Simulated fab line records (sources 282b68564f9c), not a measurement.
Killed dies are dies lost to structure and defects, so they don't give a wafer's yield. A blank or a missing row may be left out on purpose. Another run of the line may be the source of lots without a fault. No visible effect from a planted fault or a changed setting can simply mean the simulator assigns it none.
What tool caused it? :: flow rit-cmos :: 42 wafers from 14 lots sampled at 2 of the route's 202 steps

## WHAT EACH GAUGE READ, for each wafer
The record lacks any reading of a measuring or inspecting step that a usual standard deviation could be used to judge.

## TOOL THAT RAN EACH LOT (tool first, then ch and the chambers of the sampled wafers, then the start)
lot: L889
RIT_PLDD_SOFTBAKE_02: litho-track-04 ch 0, day 2 21:02
RIT_M1_PROBE_99: -

lot: L890
RIT_PLDD_SOFTBAKE_02: litho-track-02 ch 0, day 3 03:21
RIT_M1_PROBE_99: -

lot: L891
RIT_PLDD_SOFTBAKE_02: litho-track-04 ch 0, day 3 05:50
RIT_M1_PROBE_99: -

lot: L894
RIT_PLDD_SOFTBAKE_02: litho-track-04 ch 0, day 4 00:05
RIT_M1_PROBE_99: prober-02, day 4 14:22

lot: L895
RIT_PLDD_SOFTBAKE_02: litho-track-02 ch 0, day 4 01:59
RIT_M1_PROBE_99: prober-01, day 4 16:29

lot: L896
RIT_PLDD_SOFTBAKE_02: litho-track-02 ch 0, day 4 11:20
RIT_M1_PROBE_99: -

lot: L897
RIT_PLDD_SOFTBAKE_02: litho-track-02 ch 0, day 4 15:15
RIT_M1_PROBE_99: -

lot: L898
RIT_PLDD_SOFTBAKE_02: litho-track-03 ch 0, day 4 22:38
RIT_M1_PROBE_99: prober-02, day 5 13:25

lot: L900
RIT_PLDD_SOFTBAKE_02: litho-track-03 ch 0, day 5 06:22
RIT_M1_PROBE_99: -

lot: L901
RIT_PLDD_SOFTBAKE_02: litho-track-02 ch 0, day 5 11:19
RIT_M1_PROBE_99: -

lot: L902
RIT_PLDD_SOFTBAKE_02: litho-track-04 ch 0, day 5 16:24
RIT_M1_PROBE_99: prober-01, day 6 07:16

lot: L904
RIT_PLDD_SOFTBAKE_02: litho-track-03 ch 0, day 6 00:30
RIT_M1_PROBE_99: -

lot: L905
RIT_PLDD_SOFTBAKE_02: litho-track-04 ch 0, day 6 04:15
RIT_M1_PROBE_99: prober-02, day 6 19:47

lot: L906
RIT_PLDD_SOFTBAKE_02: litho-track-03 ch 0, day 6 12:19
RIT_M1_PROBE_99: -
- RIT_PLDD_SOFTBAKE_02: time 60 s.
- RIT_M1_PROBE_99

## WHAT THE TOOLS THEMSELVES READ (means of the sampled wafers that have a number; where no wafer has one, the mark that the record gives instead)
RIT_PLDD_SOFTBAKE_02. Usual: 88.97 s for run-length-s, sd 0.14.
lot: L889
tool: litho-track-04
run-length-s (s): 88.89
flag: 

lot: L890
tool: litho-track-02
run-length-s (s): 88.99
flag: 

lot: L891
tool: litho-track-04
run-length-s (s): 88.73
flag: 

lot: L894
tool: litho-track-04
run-length-s (s): 88.91
flag: 

lot: L895
tool: litho-track-02
run-length-s (s): 88.93
flag: 

lot: L896
tool: litho-track-02
run-length-s (s): 88.92
flag: 

lot: L897
tool: litho-track-02
run-length-s (s): 89.04
flag: 

lot: L898
tool: litho-track-03
run-length-s (s): 88.95
flag: 

lot: L900
tool: litho-track-03
run-length-s (s): 88.97
flag: 

lot: L901
tool: litho-track-02
run-length-s (s): 88.88
flag: 

lot: L902
tool: litho-track-04
run-length-s (s): 88.89
flag: 

lot: L904
tool: litho-track-03
run-length-s (s): 97.42
flag: OFF

lot: L905
tool: litho-track-04
run-length-s (s): 88.92
flag: 

lot: L906
tool: litho-track-03
run-length-s (s): 97.23
flag: OFF

RIT_M1_PROBE_99. Usual: killed-at-contacts 0.1, standard deviation 0.3; killed-at-front-end 6.9, standard deviation 2.9; killed-dies 7.0, standard deviation 2.9; killed-on-rim 1.8, standard deviation 1.4; killed-open 3.3, standard deviation 2; killed-short 3.7, standard deviation 2.
lot: L894
tool: prober-02
killed-at-contacts: 0.3
killed-at-front-end: 5.3
killed-dies: 5.7
killed-on-rim: 2.0
killed-open: 1.7
killed-short: 4.0
flag: 

lot: L895
tool: prober-01
killed-at-contacts: 0.3
killed-at-front-end: 8.7
killed-dies: 9.0
killed-on-rim: 2.3
killed-open: 5.3
killed-short: 3.7
flag: 

lot: L898
tool: prober-02
killed-at-contacts: 0.0
killed-at-front-end: 8.3
killed-dies: 8.3
killed-on-rim: 3.3
killed-open: 2.7
killed-short: 5.7
flag: 

lot: L902
tool: prober-01
killed-at-contacts: 0.0
killed-at-front-end: 6.7
killed-dies: 6.7
killed-on-rim: 3.0
killed-open: 4.3
killed-short: 2.3
flag: 

lot: L905
tool: prober-02
killed-at-contacts: 0.0
killed-at-front-end: 4.0
killed-dies: 4.0
killed-on-rim: 0.3
killed-open: 1.0
killed-short: 3.0
flag: 

## THE ANSWER, worked out from the rows above alone
Rule: take the mean of a lot's wafers that have a number; if it is more than 3 standard deviations from the usual mean, the lot is off. Also off: a lot with no number at a reading for which 4 or more lots have one. Where the step has rows for the other lots, those lots are counted as sound. The gauges are gone through in route order, then the tools' own readings, and for those a lot's mean is taken as printed above. The first step at which some lot is off is used, and at that step the reading that is off furthest; a lot without a number counts as furthest.
Off: L904, L906 (RIT_PLDD_SOFTBAKE_02, run-length-s).
If a tool, at that step or one of the process steps before it, ran each lot that is off and ran no sound lot following the first of them, it fits. One fits: litho-track-03 at RIT_PLDD_SOFTBAKE_02. Its last sound lot is L900 (day 5 06:22), its first lot that is off L904 (day 6 00:30): a fault that began between those two fits.
The tool's own readings at RIT_PLDD_SOFTBAKE_02 bear it out: on the lots that are off they differ by more than 5 times the standard deviation of the sound lots' means. run-length-s reads 97.33 s there against 88.92 s on the sound lots.

## WHAT THE SIMULATOR HAD INSERTED
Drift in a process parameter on litho-track-03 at RIT_PLDD_SOFTBAKE_02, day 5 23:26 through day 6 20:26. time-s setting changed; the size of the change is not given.
Shown lots that were struck: L904, L906. The rule above reached the same finding.
